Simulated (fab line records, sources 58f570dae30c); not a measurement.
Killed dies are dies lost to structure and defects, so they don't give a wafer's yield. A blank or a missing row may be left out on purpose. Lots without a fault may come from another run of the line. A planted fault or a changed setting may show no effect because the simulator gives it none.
Split-lot experiment | flow berkeley_cmos170 | 5 lots, 27 wafers read, on a route of 331 steps

THE SPLIT
At UCB170_M2_METAL_ETCH_18 (etches Al in Cl2/BCl3, stops on SiO2, target depth 1170 nm, time 195 s), the setting time_s was moved away from the recipe's 195 s on 9 of the 27 wafers read, by -37.8% to +51.4%. The other wafers ran this setting at the recipe's value.

FROM THE SPLIT TO THE READING: what the file shows between them, 1 step
- UCB170_M2_STRIP_19: strips in O2

THE READING
cd_nm, in nm, at UCB170_M2_CD_MEAS_90 (target cd 700 nm). Fault-free wafers of this fab line usually give 702 nm, standard deviation 5.2 nm.

wafer  | tool, chamber at the split | time_s as run, s | against the recipe | cd_nm, nm | against lot-mates on the recipe
L076.1 | rie_metal-04, 0            | 195              | recipe             | 710       | -
L076.2 | rie_metal-04, 1            | 195              | recipe             | 694       | -
L076.3 | rie_metal-04, 1            | 121.3            | -37.8%             | 713       | +8
L076.4 | rie_metal-04, 0            | 121.3            | -37.8%             | 724       | +19
L076.5 | rie_metal-04, 1            | 121.3            | -37.8%             | 713       | +8
L076.6 | rie_metal-04, 0            | 195              | recipe             | 711       | -
L079.2 | rie_metal-03, 0            | 195              | recipe             | 703       | -
L079.3 | rie_metal-03, 1            | 195              | recipe             | 705       | -
L079.6 | rie_metal-03, 0            | 195              | recipe             | 704       | -
L080.1 | rie_metal-02, 1            | 195              | recipe             | 702       | -
L080.2 | rie_metal-02, 0            | 195              | recipe             | 692       | -
L080.3 | rie_metal-02, 1            | 195              | recipe             | 699       | -
L080.4 | rie_metal-02, 0            | 195              | recipe             | 695       | -
L080.5 | rie_metal-02, 0            | 195              | recipe             | 694       | -
L080.6 | rie_metal-02, 1            | 195              | recipe             | 704       | -
L084.1 | rie_metal-02, 1            | 195              | recipe             | 700       | -
L084.2 | rie_metal-02, 0,1,1        | 295.2            | +51.4%             | 671       | -26
L084.3 | rie_metal-02, 0            | 195              | recipe             | 698       | -
L084.4 | rie_metal-02, 0,1,1        | 295.2            | +51.4%             | 677       | -20
L084.5 | rie_metal-02, 0,1,1        | 295.2            | +51.4%             | 677       | -20
L084.6 | rie_metal-02, 0            | 195              | recipe             | 693       | -
L085.1 | rie_metal-02, 0,1,0        | 255.7            | +31.1%             | 680       | -20
L085.2 | rie_metal-02, 1            | 195              | recipe             | 702       | -
L085.3 | rie_metal-02, 0,1,0        | 255.7            | +31.1%             | 685       | -15
L085.4 | rie_metal-02, 0            | 195              | recipe             | 696       | -
L085.5 | rie_metal-02, 0,1,0        | 255.7            | +31.1%             | 680       | -20
L085.6 | rie_metal-02, 1            | 195              | recipe             | 701       | -
Where a row lists several chambers, the file gives one row for several wafers and doesn't say which wafer went through which chamber.

THE FIT
A straight line over all 27 wafers: cd_nm changes by -0.49 nm for each +1% of time_s; r = -0.91; the points scatter about the line by 5.2 nm.
The same after taking each lot's own level away (the mean of its wafers on the recipe; 27 wafers): -0.413 nm for each +1%; r = -0.90; scatter 4.7 nm.
On that fit, the largest move of time_s shifts the reading by 21 nm.
The lots' own levels span 697.0 to 705.0 nm, that is 1.5 times the standard deviation above.
So the lot-to-lot level changes the slope: the two fits differ.
Check: with one of the wafers moved furthest among these (+51.4%) left out of the fit, the line predicts -21.5 nm for it against its lot-mates. It came out at -26 nm against them.

THE WHOLE CHAIN: every reading that the file lists as answering this split, in the file's order
step                    | what it does                                                           | reading                                                                   | change (the file's fit)                   | r (the file's)
UCB170_M2_METAL_ETCH_18 | etches Al in Cl2/BCl3, stops on SiO2, target depth 1170 nm, time 195 s | KrF_of_M2_COAT_10.thk_nm (the simulator's own value, which no gauge read) | -4.92 nm for each +1% of the setting      | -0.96
UCB170_M2_STRIP_19      | strips in O2                                                           | oes_product_au                                                            | -0.00471 a.u. for each +1% of the setting | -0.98
UCB170_M2_CD_MEAS_90    | target cd 700 nm                                                       | cd_nm                                                                     | -0.431 nm for each +1% of the setting     | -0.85

THE FILE'S OWN FIT
cd_nm changes by -0.431 nm for each +1% of time_s, r = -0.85.
